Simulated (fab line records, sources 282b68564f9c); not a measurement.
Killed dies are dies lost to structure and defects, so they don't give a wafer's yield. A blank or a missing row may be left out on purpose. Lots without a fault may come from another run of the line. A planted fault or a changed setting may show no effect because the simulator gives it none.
fab line records | flow rit_cmos
record lots=6 wafers=18 last_day=7
route steps=202 shown GATE@94 REOX@98 NLDD@103
lots that met no fault: from a run of the same line without faults
start_h: hours from the record's first day to the start of the lot's first wafer shown | wait_h: hours since the lot's step before | " the same as in the row above | L1.1+2: a row that stands for several wafers | - no value, or no start given | * or withheld: withheld | < > ~ a bound
route shown NAME@n: a module of which the file shows steps, and the number in the route of the first | usual: mean/standard deviation of fault-free wafers | same: alike in all rows | chamber/n: place in a boat | sites: the reading at each site | _std_site: their standard deviation | _edge_site: outer sites' mean less inner sites' | radius_mm: how far each site lies from the wafer's centre | mask NAME#n: copy n | behind: the tool/chamber that last shaped the wafer | hold: why the lot was held/for how many hours/how that ended | device: the transistor (n, p or np) that didn't switch | end of line: the same wafers' tests at the end of the route | a step without rows: its recipe alone | killed: dies lost to structure and defects at the first sort, not the wafer's yield | map: a wafer's dies, x killed, . not, _ none there
set.NAME: the setting as run; set.NAME@STEP: as run at that earlier step | model.NAME: the simulator's own value behind a step, which no gauge read
lots at some steps of the route; a table a step, a row a wafer
services: from which hour (start_h, from the record's first day; less than 0 if before it) a tool's chamber was out of use, for how many hours, and why
## steps
# step RIT_GATE_HARDBAKE_18
# recipe resist=NOVOLAK temp_c=140 time_s=60
# step RIT_GATE_ETCH_19
# recipe chemistry=SF6/CHF3/O2 time_s=165 SF6_flow_sccm=30 CHF3_flow_sccm=30 O2_flow_sccm=5 target=poly-Si pressure_mtorr=40 rf_w=160 target_depth_a=3125 over_etch_frac=0.25 stop_on=SiO2
# usual drypump_motor_current_A=5.7/0.67 oes_product_au=0.842/0.011 throttle_valve_pct=10.22/0.17
# columns lot.wafer tool chamber start_h wait_h drypump_motor_current_A oes_product_au rf_hours_counter_h throttle_valve_pct
L338.1 rie_si-01 0 46.14 0.1 6.3 0.837 2 10.44
L338.2 " 1 " " 5.5 0.827 143 10.21
L338.4 " 3 " " 6.0 0.823 1 10.22
L339.3 rie_si-02 0 51.57 0.1 6.0 0.838 24 10.00
L339.4 " 1 " " 4.8 0.816 144 10.57
L339.6 " 2 " " 4.7 0.821 - 10.10
L346.1 rie_si-01 0 87.55 0.1 6.3 0.854 3 10.45
L346.3 " 1 " " 5.5 0.840 143 10.20
L346.4 " 3 " " 5.9 0.860 - 10.24
L347.1 rie_si-02 2 95.52 0.1 4.7 0.826 92 10.10
L347.3 " 3 " " 6.8 0.848 84 10.20
L347.5 " 0 " " 6.1 0.844 - 10.01
L356.3 rie_si-01 3 136.10 0.1 6.0 0.847 2 10.22
L356.4 " 0 " " 6.3 0.854 3 10.45
L356.6 " 3 " " 5.9 0.838 - 10.22
L358.1 rie_si-01 0 146.64 0.1 6.3 0.862 3 10.43
L358.3 " 3 " " 5.9 0.857 2 10.21
L358.4 " 0 " " 6.3 0.861 - 10.45
# step RIT_GATE_STRIP_20
# recipe chemistry=O2 time_s=180 resist=NOVOLAK platen_temp_c=withheld power_w=500 pressure_mtorr=4000 o2_flow_sccm=4000
# usual drypump_motor_current_A=5.7/0.49
# columns lot.wafer tool chamber start_h wait_h drypump_motor_current_A rf_hours_counter_h
L338.1 plasma_asher-02 0 46.25 0.1 5.2 41
L338.2 " 1 " " 6.2 41
L338.4 " 0 " " 5.2 -
L339.3 plasma_asher-03 1 51.74 0.1 6.1 -
L339.4 " 0 " " 5.0 -
L339.6 " 1 " " 6.1 -
L346.1 plasma_asher-03 1 87.65 0.1 6.1 41
L346.3 " 0 " " 5.0 -
L346.4 " 1 " " 6.1 -
L347.1 plasma_asher-03 1 95.63 0.1 6.1 41
L347.3 " 0 " " 5.0 -
L347.5 " 0 " " 5.0 -
L356.3 plasma_asher-02 0 136.27 0.1 5.2 -
L356.4 " 1 " " 6.2 -
L356.6 " 1 " " 6.2 -
L358.1 plasma_asher-03 1 146.74 0.1 6.1 48
L358.3 " 1 " " 6.1 -
L358.4 " 0 " " 5.0 -
# step RIT_GATE_CD_MEAS_90
# recipe target_cd_nm=150
# usual cd_nm=149.6/2.5
# columns lot.wafer tool chamber start_h wait_h cd_nm
L338.1 cd_sem-01 - 46.43 0.1 148.5
L338.2 " - " " 150.1
L338.4 " - " " 151.6
L339.3 cd_sem-01 - 51.90 0.1 147.7
L339.4 " - " " 147.5
L339.6 " - " " 146.3
L346.1 cd_sem-01 - 87.83 0.1 148.4
L346.3 " - " " 148.0
L346.4 " - " " 149.0
L347.1 cd_sem-01 - 95.81 0.1 156.2
L347.3 " - " " 151.3
L347.5 " - " " 150.9
L356.3 cd_sem-02 - 136.42 0.1 148.0
L356.4 " - " " 147.9
L356.6 " - " " 146.8
L358.1 cd_sem-02 - 146.92 0.1 147.9
L358.3 " - " " 149.2
L358.4 " - " " 149.7
# step RIT_REOX_CLEAN_00
# recipe chemistry=SC1 mix=3:3:50 time_s=600 temp_c=75
# step RIT_REOX_CLEAN_01
# recipe chemistry=dHF dilution=50:1 time_s=30
# step RIT_REOX_CLEAN_02
# recipe chemistry=SC2 mix=3:3:50 time_s=600 temp_c=75 dry=n2_spin
# step RIT_REOX_OXIDATION_03
# recipe temp_c=900 ambient=O2 target_thk_a=252 ox_time_s=5310
# step RIT_REOX_THK_MEAS_04
# recipe reads=SiO2_of_REOX_OXIDATION_03
# usual REOX_OXIDE_THK=24.4/0.5
# columns lot.wafer tool chamber start_h wait_h REOX_OXIDE_THK[nm]
L338.1 film_metro-03 - 49.60 0.0 25.1
L338.2 " - " " 24.3
L338.4 " - " " 24.7
L339.3 film_metro-04 - 54.93 0.0 24.9
L339.4 " - " " 24.9
L339.6 " - " " 25.0
L346.1 film_metro-01 - 90.87 0.0 24.0
L346.3 " - " " 24.6
L346.4 " - " " 24.2
L347.1 film_metro-01 - 101.18 0.0 24.3
L347.3 " - " " 24.6
L347.5 " - " " 24.1
L356.3 film_metro-04 - 139.49 0.0 24.4
L356.4 " - " " 24.1
L356.6 " - " " 24.0
L358.1 film_metro-04 - 150.01 0.0 23.9
L358.3 " - " " 24.1
L358.4 " - " " 23.8
# step RIT_NLDD_HMDS_00
# recipe prime_time_s=60 prime_temp_c=140
# step RIT_NLDD_COAT_01
# recipe resist=NOVOLAK spin_rpm=3250 resist_thk_nm=1000
# step RIT_NLDD_SOFTBAKE_02
# recipe resist=NOVOLAK temp_c=90 time_s=60
# step RIT_NLDD_EXPOSE_03
# recipe mask_id=M7 na=0.57 target_cd_nm=40700 dose_mj=250
# usual exposure_dose_mJ_cm2=249.99/0.23 focus_offset_nm=0.0/0.55 reticle_temp_C=23.02/0.12
# columns lot.wafer tool chamber start_h wait_h mask exposure_dose_mJ_cm2 focus_offset_nm reticle_temp_C
L338.1 iline_stepper-01 0 50.11 0.1 M7#0 250.26 -0.1 22.93
L338.2 " 0 " " M7#0 250.17 0.6 22.92
L338.4 " 0 " " M7#0 250.37 0.3 22.91
L339.3 iline_stepper-02 0 55.58 0.2 M7#0 249.72 0.0 23.08
L339.4 " 0 " " M7#0 249.68 0.8 23.11
L339.6 " 0 " " M7#0 249.95 0.2 22.94
L346.1 iline_stepper-02 - 91.38 0.1 M7#0 - - -
L346.3 " - " " M7#0 - - -
L346.4 " - " " M7#0 - - -
L347.1 iline_stepper-02 - 101.69 0.1 M7#0 - - -
L347.3 " - " " M7#0 - - -
L347.5 " - " " M7#0 - - -
L356.3 iline_stepper-01 0 140.02 0.1 M7#0 250.10 0.4 22.98
L356.4 " 0 " " M7#0 250.20 0.1 23.04
L356.6 " 0 " " M7#0 249.86 0.4 23.11
L358.1 iline_stepper-02 0 150.52 0.1 M7#0 250.09 -0.2 22.75
L358.3 " 0 " " M7#0 250.07 -0.6 23.14
L358.4 " 0 " " M7#0 249.90 0.3 23.00
# step RIT_NLDD_PEB_04
# recipe resist=NOVOLAK temp_c=withheld time_s=withheld
## services
# columns tool chamber start_h hours kind
plasma_asher-03 - 32.97 16.7 repair
iline_stepper-02 - 38.81 1.7 pm
plasma_asher-03 - 62.75 3.1 repair
plasma_asher-03 - 66.82 15.6 pm
rie_si-01 0 67.39 0.9 repair
iline_stepper-01 - 70.38 1.7 pm
rie_si-01 2 82.81 - clean
rie_si-01 2 82.81 15.3 scheduled_down
rie_si-01 2 82.81 15.3 vent_cycle
rie_si-02 1 106.46 2.9 repair
plasma_asher-02 - 107.56 3.9 repair
plasma_asher-02 - 111.42 9.0 pm
plasma_asher-02 0 111.42 9.0 vent_cycle
plasma_asher-02 1 111.42 9.0 vent_cycle
plasma_asher-02 0 120.42 - clean
plasma_asher-02 1 120.42 - clean
rie_si-02 2 138.31 3.5 repair
iline_stepper-02 0 139.25 - calibration
rie_si-02 1 141.82 - clean
rie_si-02 1 141.82 18.2 scheduled_down
rie_si-02 1 141.82 18.2 vent_cycle
rie_si-01 1 143.67 - clean
rie_si-01 1 143.67 20.2 scheduled_down
rie_si-01 1 143.67 20.2 vent_cycle
## key
first_sign step=RIT_NLDD_EXPOSE_03 reading=tool_record direction=missing
effect none on later readings
met_at RIT_NLDD_EXPOSE_03
struck_wafers L346.1,L346.3,L346.4,L347.1,L347.3,L347.5
sort_left_out L346.1,L346.3,L346.4,L347.1,L347.3,L347.5
tester_left_out L346,L347
onset_between 55.58 91.38
fault kind=skipped_step_whole tool=iline_stepper-02 chamber=- onset_h=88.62 steps=RIT_NLDD_EXPOSE_03 scope=struck_lots_only
# tester_left_out: of these lots the tester's yield and bins aren't shown, on N5 and GAA mostly nor the transistor test; their killed dies are dies lost to structure and defects alone, not to doping, threshold or leakage, so they don't give the yield
# sort_left_out: the simulated sort isn't trusted on such a fault, so these wafers' sort isn't shown, and their yield isn't known
